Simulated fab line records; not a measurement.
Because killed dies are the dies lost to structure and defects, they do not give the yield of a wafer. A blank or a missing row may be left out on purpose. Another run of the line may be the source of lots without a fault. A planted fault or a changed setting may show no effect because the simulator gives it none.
fab line records	flow ritCmos
record lots=5	wafers=27
route steps=202 shown M1@192
startH: hours from the record's opening day to when the first of the lot's shown wafers began	waitH: time in hours since the lot's previous step	" unchanged from the row above	L1.1+2: one row covering several wafers at once	- no value present, or no start provided	* or withheld: withheld	< > ~ a bound
route shown NAME@n: a module of which the file shows steps, and the number in the route of the first	usual: mean and standard deviation over wafers with no fault	same: alike in all rows	chamber/n: place in a boat	sites: readings site by site	_std_site: standard deviation of those values	_edge_site: outer sites' mean less inner sites'	radiusMm: for every site, how far away it sits from the centre of the wafer	mask NAME#n: copy n	behind: tool/chamber where the wafer was last shaped	hold: what put the lot on hold/how long, in hours/how the hold closed	device: names the non-switching transistor (n, p or np)	end of line: tests of these same wafers at the route's end	a step without rows: its recipe alone	killed: not the wafer's yield, but the dies lost to structure and defects at the first sort	map: shows each die of a wafer: x if killed, . if not, _ if none is there
set.NAME: the setting as run; set.NAME@STEP: as run at that earlier step	model.NAME: the simulator's own value behind a step, which no gauge read
lots where settings were altered on purpose, with a table for each step and a row for each wafer
## steps
# step RIT_M1_DEVELOP_08
# recipe resist=NOVOLAK	developTimeS=68	devTempC=23
lot.wafer	tool	chamber	startH	waitH	set.developTimeS
L076.1+2+3	lithoTrack-04	0	-	-	68
L076.4+5+6	"	0	"	"	95.36
L080.2+4+6	lithoTrack-04	0	-	-	68
L081.1+3+4	lithoTrack-01	0	-	-	36.03
L081.2+5+6	"	0	"	"	68
L084.1+2+6	lithoTrack-04	0	-	-	104.3
L084.3+4+5	"	0	"	"	68
L085.1+2+4	lithoTrack-02	0	-	-	68
L085.3+5+6	"	0	"	"	91.96
# step RIT_M1_CD_MEAS_09
# recipe targetCdNm=2600
# usual cdNm=2600.8/2.1
lot.wafer	tool	chamber	startH	waitH	set.developTimeS@M1_DEVELOP_08	cdNm
L076.1	cdSem-02	-	69.55	-	68	2595.7
L076.2	"	-	"	"	68	2599.5
L076.3	"	-	"	"	68	2597.9
L076.4	"	-	"	"	95.36	2566.5
L076.5	"	-	"	"	95.36	2566.9
L076.6	"	-	"	"	95.36	2569.9
L080.2	cdSem-02	-	87.32	-	68	2604.7
L080.4	"	-	"	"	68	2602.9
L080.6	"	-	"	"	68	2605.1
L081.1	cdSem-02	-	90.63	-	36.03	2665.4
L081.2	"	-	"	"	68	2601.0
L081.3	"	-	"	"	36.03	2665.2
L081.4	"	-	"	"	36.03	2666.6
L081.5	"	-	"	"	68	2600.0
L081.6	"	-	"	"	68	2598.7
L084.1	cdSem-01	-	109.84	-	104.3	2565.8
L084.2	"	-	"	"	104.3	2566.2
L084.3	"	-	"	"	68	2600.2
L084.4	"	-	"	"	68	2603.1
L084.5	"	-	"	"	68	2601.0
L084.6	"	-	"	"	104.3	2565.8
L085.1	cdSem-02	-	114.90	-	68	2599.4
L085.2	"	-	"	"	68	2598.1
L085.3	"	-	"	"	91.96	2572.0
L085.4	"	-	"	"	68	2596.2
L085.5	"	-	"	"	91.96	2574.1
L085.6	"	-	"	"	91.96	2571.9
# step RIT_M1_HARDBAKE_11
# recipe resist=NOVOLAK	tempC=140	timeS=120
# step RIT_M1_METAL_ETCH_12
# recipe stopOn=SiO2	chemistry=Cl2/BCl3	target=Al	timeS=165	overEtchFrac=0.5	pressureMtorr=100	targetDepthA=6000	rfW=250	Cl2_flow_sccm=60	bcl3FlowSccm=50
lot.wafer	tool	chamber	startH	waitH	set.developTimeS@M1_DEVELOP_08	model.M1.cdNm
L076.1	rieMetal-01	1	69.96	0.2	68	2599
L076.2	"	0	"	"	68	2601
L076.3	"	0	"	"	68	2600
L076.4	"	1	"	"	95.36	2569
L076.5	"	1	"	"	95.36	2570
L076.6	"	0	"	"	95.36	2571
L080.2	rieMetal-03	0	87.70	0.2	68	2605
L080.4	"	0	"	"	68	2603
L080.6	"	1	"	"	68	2607
L081.1	rieMetal-04	1	91.03	0.2	36.03	2664
L081.2	"	0	"	"	68	2601
L081.3	"	0	"	"	36.03	2666
L081.4	"	1	"	"	36.03	2665
L081.5	"	1	"	"	68	2598
L081.6	"	0	"	"	68	2599
L084.1	rieMetal-04	1	110.24	0.2	104.3	2565
L084.2	"	0	"	"	104.3	2568
L084.3	"	1	"	"	68	2600
L084.4	"	0	"	"	68	2605
L084.5	"	0	"	"	68	2603
L084.6	"	1	"	"	104.3	2566
L085.1	rieMetal-01	1	115.31	0.2	68	2602
L085.2+4	"	0,1	"	"	68	2599
L085.3	"	0	"	"	91.96	2571
L085.5	"	1	"	"	91.96	2576
L085.6	"	0	"	"	91.96	2573
# step RIT_M1_STRIP_13
# recipe chemistry=nmp	resist=NOVOLAK	tempC=80	timeS=600	dry=n2Spin
# step RIT_M1_STRIP_14
# recipe chemistry=O2	timeS=173.7	platenTempC=withheld	powerW=500	pressureMtorr=4000	o2FlowSccm=4000
# step RIT_M1_CD_MEAS_90
# recipe targetCdNm=2600
# usual cdNm=2601.3/2.5
lot.wafer	tool	chamber	startH	waitH	set.developTimeS@M1_DEVELOP_08	cdNm
L076.1	cdSem-02	-	70.65	0.1	68	2598.6
L076.2	"	-	"	"	68	2601.5
L076.3	"	-	"	"	68	2599.6
L076.4	"	-	"	"	95.36	2569.6
L076.5	"	-	"	"	95.36	2569.4
L076.6	"	-	"	"	95.36	2571.0
L080.2	cdSem-02	-	88.27	0.2	68	2605.7
L080.4	"	-	"	"	68	2602.8
L080.6	"	-	"	"	68	2607.2
L081.1	cdSem-01	-	91.55	0.1	36.03	2663.9
L081.2	"	-	"	"	68	2601.2
L081.3	"	-	"	"	36.03	2665.9
L081.4	"	-	"	"	36.03	2665.7
L081.5	"	-	"	"	68	2598.4
L081.6	"	-	"	"	68	2598.5
L084.1	cdSem-01	-	110.76	0.1	104.3	2565.3
L084.2	"	-	"	"	104.3	2568.2
L084.3	"	-	"	"	68	2600.4
L084.4	"	-	"	"	68	2605.3
L084.5	"	-	"	"	68	2603.7
L084.6	"	-	"	"	104.3	2566.2
L085.1	cdSem-02	-	115.82	0.1	68	2601.3
L085.2	"	-	"	"	68	2599.3
L085.3	"	-	"	"	91.96	2571.0
L085.4	"	-	"	"	68	2598.7
L085.5	"	-	"	"	91.96	2576.5
L085.6	"	-	"	"	91.96	2572.9
# step RIT_M1_ANNEAL_15
# recipe tempC=450	timeS=1800	ambient=forming_gas_H2N2
# step RIT_M1_PROBE_99
# usual killedAtContacts=0.1/0.36	killedAtFrontEnd=6.2/2.8	killedDies=6.3/2.9	killedOpen=3.3/2.1	killedShort=3.0/1.7
# same grossDies=264	killed_at_M0_to_M3=0	killed_at_M4_up=0	killedAtBackSide=0	killedAtOther=0
lot.wafer	tool	chamber	startH	waitH	set.developTimeS@ACTIVE_DEVELOP_10	set.developTimeS@GATE_DEVELOP_15	killedAtContacts	killedAtFrontEnd	killedDies	killedOpen	killedShort	model.etest.pmos_0p3.rOnOhmUm	model.etest.pmos_0p15.rOnOhmUm	model.etest.pmosTurned.rOnOhmUm	model.etest.nmos_0p15.rOnOhmUm	model.etest.nmos_0p3.rOnOhmUm	model.etest.nmos_0p15.driveUaUm	model.etest.pplusSal.widthNm	model.etest.nplusSal.widthNm
L076.1	prober-02	-	72.39	0.1	50	50	0	1	1	0	1	6241	2720	3355	1099	2140	466.2	3562	3540
L076.2	prober-02	-	72.44	0.1	50	21.33	0	264	264	2	2	1.013e+04	6534	7176	2273	3261	211.5	3563	3548
L076.3	prober-02	-	72.49	0.2	41.19	21.33	1	263	264	4	2	1e+04	6498	7121	2243	3251	210.6	3579	3568
L076.4	prober-02	-	72.54	0.2	50	50	0	3	3	3	0	6230	2727	3337	1082	2103	477.2	3558	3540
L076.5	prober-02	-	72.59	0.2	41.19	21.33	0	264	264	3	0	1.018e+04	6622	7217	2298	3285	206.6	3577	3568
L076.6	prober-02	-	72.64	0.2	41.19	50	0	3	3	1	2	6159	2673	3317	1069	2100	470.2	3559	3567
L080.2	prober-02	-	90.04	0.1	50	50	0	7	7	4	3	6238	2681	3312	1082	2126	485.3	3469	3454
L080.4	prober-02	-	90.14	0.2	50	50	0	8	8	5	3	6220	2683	3325	1092	2163	490.1	3468	3447
L080.6	prober-02	-	90.24	0.2	50	50	0	3	3	2	1	6178	2696	3311	1101	2143	488.1	3462	3472
L081.1	prober-01	-	93.29	0.1	50	50	0	3	3	1	2	6302	2772	3422	1095	2116	469.7	3459	3446
L081.2	prober-01	-	93.34	0.1	50	50	1	4	5	2	3	6391	2814	3431	1097	2132	469.9	3461	3457
L081.3	prober-01	-	93.39	0.2	50	50	0	4	4	0	4	6189	2800	3366	1103	2111	467.6	3469	3457
L081.4	prober-01	-	93.44	0.2	23.79	50	0	9	9	5	3	6328	2803	3436	1102	2120	467	3545	3566
L081.5	prober-01	-	93.49	0.2	23.79	50	0	5	5	4	1	6210	2767	3360	1090	2111	474.6	3548	3562
L081.6	prober-01	-	93.54	0.2	23.79	50	0	2	2	2	0	6310	2837	3475	1089	2122	465.2	3517	3524
L084.1	prober-02	-	112.50	0.1	50	50	0	4	4	0	4	6042	2655	3208	1084	2075	491	3464	3467
L084.2	prober-02	-	112.55	0.1	50	31.27	0	264	264	5	4	8109	4650	5193	1700	2708	290.5	3470	3474
L084.3	prober-02	-	112.60	0.2	50	50	0	7	7	3	4	6018	2605	3207	1070	2079	496.8	3481	3475
L084.4	prober-02	-	112.65	0.2	40.45	50	0	8	8	4	4	5984	2501	3096	1023	2049	509.3	3471	3469
L084.5	prober-02	-	112.70	0.2	40.45	31.27	0	264	264	6	4	7984	4553	5135	1669	2640	291.2	3474	3491
L084.6	prober-02	-	112.75	0.2	40.45	31.27	0	264	264	0	4	7825	4424	4998	1639	2614	293.1	3491	3492
L085.1	prober-01	-	117.56	0.1	50	50	0	6	6	4	2	6094	2603	3197	1108	2138	477.3	3467	3456
L085.2	prober-01	-	117.61	0.1	25.43	50	0	4	4	3	1	6200	2668	3264	1112	2136	462.5	3570	3546
L085.3	prober-01	-	117.66	0.2	25.43	50	0	10	10	4	6	6188	2675	3265	1122	2155	464.2	3573	3547
L085.4	prober-01	-	117.71	0.2	25.43	50	0	7	7	6	1	6246	2687	3262	1119	2148	460.8	3555	3553
L085.5	prober-01	-	117.76	0.2	50	50	0	2	2	0	2	6266	2715	3280	1123	2157	461.2	3473	3477
L085.6	prober-01	-	117.81	0.2	50	50	0	8	8	5	3	6289	2701	3282	1135	2152	466.2	3482	3478
# killed by level:class
L076.1 SILICIDE:geometricParticle:short=1
L076.2 GATE:areaDevelop=260 FOX1:geometricParticle:short=1 REOX:geometricParticle:open=1 SILICIDE:geometricParticle:short=1 SILICIDE:geometricParticle:open=1
L076.3 GATE:areaDevelop=258 SILICIDE:geometricParticle:open=2 REOX:geometricParticle:short=1 REOX:geometricParticle:open=1 SILICIDE:geometricParticle:short=1 CONTACT:geometricParticle:open=1
L076.4 FOX1:geometricParticle:open=1 GATE:geometricParticle:open=1 SPACER:geometricParticle:open=1
L076.5 GATE:areaDevelop=261 GATE:geometricParticle:open=2 REOX:geometricParticle:open=1
L076.6 FOX1:geometricParticle:open=1 FOX1:geometricParticle:short=1 GATE:geometricParticle:short=1
L080.2 GATE:geometricParticle:open=2 GATE:geometricParticle:short=2 FOX2:geometricParticle:short=1 REOX:geometricParticle:open=1 SILICIDE:geometricParticle:open=1
L080.4 GATE:geometricParticle:open=3 SPACER:geometricParticle:short=3 SPACER:geometricParticle:open=2
L080.6 FOX1:geometricParticle:open=1 GATE:geometricParticle:short=1 GATE:geometricParticle:open=1
L081.1 GATE:geometricParticle:open=1 REOX:geometricParticle:short=1 SILICIDE:geometricParticle:short=1
L081.2 GATE:geometricParticle:short=2 REOX:geometricParticle:short=1 SPACER:geometricParticle:open=1 CONTACT:geometricParticle:open=1
L081.3 GATE:geometricParticle:short=2 SILICIDE:geometricParticle:short=2
L081.4 GATE:geometricParticle:open=4 SPACER:geometricParticle:short=2 GATE:geometricParticle:short=1 REOX:geometricParticle:open=1 ACTIVE:areaDevelop=1
L081.5 SILICIDE:geometricParticle:open=2 REOX:geometricParticle:open=1 SPACER:geometricParticle:open=1 SILICIDE:geometricParticle:short=1
L081.6 REOX:geometricParticle:open=2
L084.1 FOX1:geometricParticle:short=1 GATE:geometricParticle:short=1 REOX:geometricParticle:short=1 SPACER:geometricParticle:short=1
L084.2 GATE:areaDevelop=255 FOX2:geometricParticle:open=2 GATE:geometricParticle:short=2 GATE:geometricParticle:open=2 FOX1:geometricParticle:short=1 SPACER:geometricParticle:short=1 SPACER:geometricParticle:open=1
L084.3 GATE:geometricParticle:short=2 FOX1:geometricParticle:short=1 GATE:geometricParticle:open=1 REOX:geometricParticle:short=1 REOX:geometricParticle:open=1 SPACER:geometricParticle:open=1
L084.4 SPACER:geometricParticle:open=2 SILICIDE:geometricParticle:short=2 ACTIVE:geometricParticle:open=1 FOX2:geometricParticle:short=1 SPACER:geometricParticle:short=1 SILICIDE:geometricParticle:open=1
L084.5 GATE:areaDevelop=254 FOX1:geometricParticle:open=4 GATE:geometricParticle:open=2 SPACER:geometricParticle:short=2 FOX1:geometricParticle:short=1 REOX:geometricParticle:short=1
L084.6 GATE:areaDevelop=260 FOX1:geometricParticle:short=2 SPACER:geometricParticle:short=2
L085.1 FOX1:geometricParticle:open=2 GATE:geometricParticle:short=2 GATE:geometricParticle:open=1 SPACER:geometricParticle:open=1
L085.2 SILICIDE:geometricParticle:open=2 FOX1:geometricParticle:open=1 SPACER:geometricParticle:short=1
L085.3 GATE:geometricParticle:short=2 GATE:geometricParticle:open=2 SPACER:geometricParticle:short=2 ACTIVE:geometricParticle:short=1 FOX1:geometricParticle:short=1 FOX1:geometricParticle:open=1 REOX:geometricParticle:open=1
L085.4 GATE:geometricParticle:open=3 SPACER:geometricParticle:open=2 ACTIVE:geometricParticle:open=1 GATE:geometricParticle:short=1
L085.5 FOX1:geometricParticle:short=1 SPACER:geometricParticle:short=1
L085.6 REOX:geometricParticle:open=2 REOX:geometricParticle:short=2 SILICIDE:geometricParticle:open=2 GATE:geometricParticle:short=1 SPACER:geometricParticle:open=1
## key
split step=RIT_M1_DEVELOP_08	setting=developTimeS	stated=68	by=wafer
response step=RIT_M1_CD_MEAS_09	reading=cdNm	change=-0.894	per=1%	r=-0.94
response step=RIT_M1_METAL_ETCH_12	reading=model.M1.cdNm	change=-0.904	per=1%	r=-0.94
response step=RIT_M1_CD_MEAS_90	reading=cdNm	change=-0.906	per=1%	r=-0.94
split outsideThisFile step=RIT_ACTIVE_DEVELOP_10 setting=developTimeS
split outsideThisFile step=RIT_GATE_DEVELOP_15 setting=developTimeS
# split outsideThisFile: this setting was split too, and the file shows its column; the key of that split is in another file
